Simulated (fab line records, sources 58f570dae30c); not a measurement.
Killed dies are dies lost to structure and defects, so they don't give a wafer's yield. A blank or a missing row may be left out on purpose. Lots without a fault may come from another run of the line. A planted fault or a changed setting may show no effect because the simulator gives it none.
Which tool did it? | flow berkeley_cmos170 | 14 lots, 42 wafers sampled, at 3 steps of a route of 331

WHAT THE GAUGES READ, wafer by wafer
UCB170_ACTIVE_CD_MEAS_90: target cd 1200 nm. Usual: cd_nm 1200.9 nm, standard deviation 1.6.
lot  | measured     | on        | cd_nm (nm)           | flag
L590 | day 4 20:14  | cd_sem-01 | 1201.0 1202.4 1201.3 |
L593 | day 5 12:19  | cd_sem-01 | 1200.7 1200.1 1199.9 |
L592 | day 5 13:12  | cd_sem-01 | 1200.9 1201.7 1201.2 |
L595 | day 6 01:32  | cd_sem-01 | 1202.9 1199.9 1201.4 |
L597 | day 6 08:30  | cd_sem-02 | 1203.7 1204.3 1203.0 |
L598 | day 6 16:24  | cd_sem-02 | 1201.7 1202.1 1202.5 |
L602 | day 7 07:40  | cd_sem-01 | 1204.5 1203.2 1203.5 |
L604 | day 7 19:17  | cd_sem-01 | 1200.8 1202.0 1200.2 |
L605 | day 8 11:50  | cd_sem-01 | 1200.6 1202.0 1200.9 |
L607 | day 8 18:22  | cd_sem-01 | 1201.4 1200.7 1199.4 |
L608 | day 9 01:19  | cd_sem-02 | 1200.3 1201.2 1200.6 |
L610 | day 9 11:12  | cd_sem-02 | 1199.9 1198.3 1199.5 |
L613 | day 10 01:03 | cd_sem-02 | 1204.3 1204.2 1204.9 |
L612 | day 10 01:26 | cd_sem-02 | 1201.0 1198.7 1199.6 |

UCB170_SPACER_THK_MEAS_01. Usual: SPACER_TEOS_THK 376 nm, standard deviation 4.2.
lot  | measured     | on            | SPACER_TEOS_THK (nm) | flag
L590 | day 7 11:14  | film_metro-03 | 368 372 376          |
L593 | day 8 12:32  | film_metro-04 | 376 377 379          |
L592 | day 8 11:59  | film_metro-04 | 376 382 382          |
L595 | day 8 19:36  | film_metro-04 | 374 383 376          |
L597 | day 9 02:40  | film_metro-03 | 368 375 377          |
L598 | day 9 21:09  | film_metro-01 | 372 373 375          |
L602 | day 10 00:05 | film_metro-03 | 372 325 382          | OFF
L604 | day 10 22:14 | film_metro-04 | 323 331 383          | OFF
L605 | day 11 05:37 | film_metro-01 | 378 374 381          |
L607 | day 11 12:44 | film_metro-04 | 375 372 379          |
L608 | day 11 12:04 | film_metro-04 | 375 374 384          |
L610 | day 12 04:04 | film_metro-03 | 372 373 379          |
L613 | day 12 13:32 | film_metro-03 | 370 369 375          |
L612 | day 12 13:10 | film_metro-01 | 374 382 381          |

WHICH TOOL RAN EACH LOT (tool, then ch and the chambers of the sampled wafers, then the start)
lot  | UCB170_SPACER_CVD_00
L590 | pecvd-03 ch 0,1,2, day 7 11:11
L593 | pecvd-04 ch 0,1, day 8 12:29
L592 | pecvd-02 ch 0,1,2, day 8 11:56
L595 | pecvd-02 ch 0,2, day 8 19:32
L597 | pecvd-03 ch 0,1,2, day 9 02:36
L598 | pecvd-04 ch 0,1,2, day 9 21:06
L602 | pecvd-04 ch 0,1,2, day 10 00:02
L604 | pecvd-04 ch 0,2, day 10 22:11
L605 | pecvd-03 ch 0,1, day 11 05:33
L607 | pecvd-03 ch 0,1,2, day 11 12:41
L608 | pecvd-03 ch 0,1, day 11 12:01
L610 | pecvd-02 ch 0,1,2, day 12 04:01
L613 | pecvd-03 ch 0,1, day 12 13:29
L612 | pecvd-02 ch 0,1,2, day 12 13:07
- UCB170_SPACER_CVD_00: deposits SiO2 from TEOS/O2, target thk 376 nm, time 47 s.

WHAT THE TOOLS THEMSELVES READ (means of the sampled wafers that have a number; where no wafer has one, the mark that the record gives instead)
UCB170_SPACER_CVD_00. Usual: heater_power_w 256 W, standard deviation 62; rf_fwd_power_W 544.4 W, standard deviation 2.5.
lot  | tool     | heater_power_w (W) | rf_fwd_power_W (W) | flag
L590 | pecvd-03 | 242                | 542.6              |
L593 | pecvd-04 | 236                | 543.8              |
L592 | pecvd-02 | 293                | 544.2              |
L595 | pecvd-02 | 308                | 542.4              |
L597 | pecvd-03 | 258                | 544.3              |
L598 | pecvd-04 | 231                | 544.6              |
L602 | pecvd-04 | 229                | 547.0              |
L604 | pecvd-04 | 161                | 543.9              |
L605 | pecvd-03 | 271                | 546.3              |
L607 | pecvd-03 | 259                | 543.3              |
L608 | pecvd-03 | 274                | 544.9              |
L610 | pecvd-02 | 309                | 544.5              |
L613 | pecvd-03 | 220                | 544.2              |
L612 | pecvd-02 | 287                | 545.3              |

THE ANSWER, worked out from the rows above alone
Rule: a lot is off if the mean of its wafers that have a number lies more than 3 standard deviations from the usual mean. A lot without any number at a reading at which 4 lots or more have one is off too. The other lots that the step has rows for count as sound. The gauges are gone through in route order, then the tools' own readings, and for those a lot's mean is taken as printed above. The first step at which some lot is off is used, and at that step the reading that is off furthest; a lot without a number counts as furthest.
Off: L602, L604, at UCB170_SPACER_THK_MEAS_01 (SPACER_TEOS_THK).
A tool fits if, at a process step before that reading, it ran every lot that is off, and no sound lot after the first of them. The gauges at UCB170_SPACER_THK_MEAS_01 are tried like those tools. One fits: pecvd-04 at UCB170_SPACER_CVD_00. Its last sound lot is L598 (day 9 21:06), its first lot that is off L602 (day 10 00:02): a fault that began between those two fits.

WHAT THE SIMULATOR HAD PUT IN
Process parameter drift: pecvd-04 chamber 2, from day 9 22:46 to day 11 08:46, at UCB170_SPACER_CVD_00. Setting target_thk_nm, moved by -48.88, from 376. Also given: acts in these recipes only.
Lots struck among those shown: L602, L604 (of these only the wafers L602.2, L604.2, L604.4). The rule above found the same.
